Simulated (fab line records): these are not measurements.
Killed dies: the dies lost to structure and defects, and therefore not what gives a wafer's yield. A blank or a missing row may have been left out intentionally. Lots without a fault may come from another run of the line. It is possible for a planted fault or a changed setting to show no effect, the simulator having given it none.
Which of the tools did it? :: flow rit-cmos :: Sampling: 7 lots, 21 wafers, 2 of 202 route steps

WHAT THE GAUGES READ, wafer by wafer
RIT_M1_CD_MEAS_90 targets a cd of 2600 nm.
lot: L414
measured: day 3 22:31
on: cd-sem-02
cd-nm (nm): 2601.1 2597.4 2599.2

lot: L418
measured: day 4 19:02
on: cd-sem-02
cd-nm (nm): 2597.6 2599.4 2601.4

lot: L420
measured: day 5 05:30
on: cd-sem-01
cd-nm (nm): 2606.3 2603.3 2601.7

lot: L422
measured: day 5 13:41
on: cd-sem-01
cd-nm (nm): 2602.1 2600.2 2602.1

lot: L429
measured: day 7 00:43
on: cd-sem-02
cd-nm (nm): 2603.3 2600.6 2602.9

lot: L431
measured: day 7 15:45
on: cd-sem-02
cd-nm (nm): 2600.9 2601.7 2601.9

lot: L434
measured: day 8 04:15
on: cd-sem-02
cd-nm (nm): 2603.2 2601.5 2604.3

WHAT TOOL EACH LOT RAN ON (gives the tool, then ch and the chambers of the sampled wafers, and finally the start)
lot: L414
RIT_M1_METAL_ETCH_12: rie-metal-03 ch 0,1, day 3 22:01

lot: L418
RIT_M1_METAL_ETCH_12: rie-metal-02 ch 0,1, day 4 18:32

lot: L420
RIT_M1_METAL_ETCH_12: rie-metal-03 ch 0,1, day 5 05:00

lot: L422
RIT_M1_METAL_ETCH_12: rie-metal-01 ch 0,1, day 5 13:11

lot: L429
RIT_M1_METAL_ETCH_12: rie-metal-03 ch 0,1, day 7 00:12

lot: L431
RIT_M1_METAL_ETCH_12: rie-metal-02 ch 0,1, day 7 15:13

lot: L434
RIT_M1_METAL_ETCH_12: rie-metal-02 ch 1, day 8 03:43
- RIT_M1_METAL_ETCH_12: etches Al in Cl2/BCl3, stops on SiO2, time 165 s, target depth 600 nm.

THE ANSWER, worked out from the rows above alone
Rule: what is usual is taken from the lots themselves. The widest of any qualifying gaps counts: lots, ordered by their means at a reading, are off when they make up no more than a third of the lots, leave a main group of 4 or more, and stand apart from it by 3 or more times the standard deviation of that group's means. The tables above print the reading to a certain number of digits; a main group whose means all agree to those digits is not used. A lot without any number at a reading at which 4 lots or more have one is off too. Where the step has rows for the other lots, those lots are counted as sound.
Nothing can be told from this: no lot is off at any reading shown.

WHAT WAS PUT IN BY THE SIMULATOR
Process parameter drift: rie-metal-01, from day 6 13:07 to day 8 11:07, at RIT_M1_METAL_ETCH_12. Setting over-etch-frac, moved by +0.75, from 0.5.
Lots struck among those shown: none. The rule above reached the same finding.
